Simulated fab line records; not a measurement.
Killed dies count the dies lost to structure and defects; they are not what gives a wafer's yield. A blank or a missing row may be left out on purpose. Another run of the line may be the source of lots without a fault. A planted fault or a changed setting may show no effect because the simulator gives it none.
2 desks, one fault + flow rit_cmos + numbers are kept per desk, each desk with only its own; the story behind them comes last

== METROLOGY DESK ==
Means of the sampled wafers that have a number, per lot and without regard to the tool the lot ran on: this is what the gauges read. A lot is out of limits, marked OUT, if its mean lies more than 4 standard deviations from the usual mean; the brackets give that distance.
Columns: A = PWELL_TW at RIT_PWELL_TW_MEAS_10, usual 949; B = NWELL_RS at RIT_WELLDRIVE_RS_MEAS_01, usual 275.8 ohm/sq; C = PWELL_RS at RIT_WELLDRIVE_RS_MEAS_02, usual 430.4 ohm/sq; D = NRETRO_OVL at RIT_NRETRO_OVL_MEAS_06, usual 0.5 nm
| lot  | first seen here | A   | B     | C     | D   |
|------|-----------------|-----|-------|-------|-----|
| L947 | day 2 12:15     | 944 | 275.5 | 428.5 | 2.4 |
| L950 | day 3 07:17     | 958 | 277.2 | 431.4 | 1.3 |
| L953 | day 3 18:20     | 940 | 275.3 | 431.2 | 2.1 |
| L954 | day 3 21:59     | 946 | 276.4 | 431.3 | 3.1 |
| L957 | day 4 16:19     | 960 | 275.0 | 428.9 | 0.8 |
| L958 | day 4 21:52     | 955 | 275.3 | 429.9 | 0.1 |
| L963 | day 5 18:37     | 953 | 275.9 | 430.3 | 0.3 |
Result from this desk: across the 7 lots, nothing is out of limits.

== AT THE TOOL OWNER'S DESK: implanter-03 ==
RIT_NRETRO_IMPLANT_08, tool's own readings: per-lot mean of the sampled wafers with a number, covering each lot this tool ran. A lot is out of limits, marked OUT, if its mean lies more than 4 standard deviations from the usual mean; the brackets give that distance.
Columns: A = beam_energy_keV at RIT_NRETRO_IMPLANT_08, usual 70.000
| lot  | first seen here | A                        |
|------|-----------------|--------------------------|
| L947 | day 2 22:12     | 69.994                   |
| L950 | day 3 14:47     | 70.017                   |
| L953 | day 4 03:35     | 67.579 (-99 or more) OUT |
| L954 | day 4 08:41     | 67.566 (-99 or more) OUT |
| L957 | day 5 00:35     | 67.617 (-99 or more) OUT |
This desk finds L953, L954, L957 out of limits, L953 being first, at day 4 03:35 (beam_energy_keV at RIT_NRETRO_IMPLANT_08). Within limits: L947, L950.

== ALL TOGETHER ==
An alarm could have come from the tool owner's desk at day 4 03:35, on L953, L954, L957.
From the metrology desk's view, nothing was out of limits.
The metrology desk has L953, L954, L957 on record, within its limits.
Of the lots named, all ran RIT_NRETRO_IMPLANT_08 on implanter-03.

== WHAT THE SIMULATOR PUT IN ==
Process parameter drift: implanter-03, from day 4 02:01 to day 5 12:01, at RIT_NRETRO_IMPLANT_08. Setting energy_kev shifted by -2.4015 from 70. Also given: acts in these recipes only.
Lots struck among those shown: L953, L954, L957.
Hours from the fault's start to each desk's first reading out of limits: the tool owner's desk, 2.
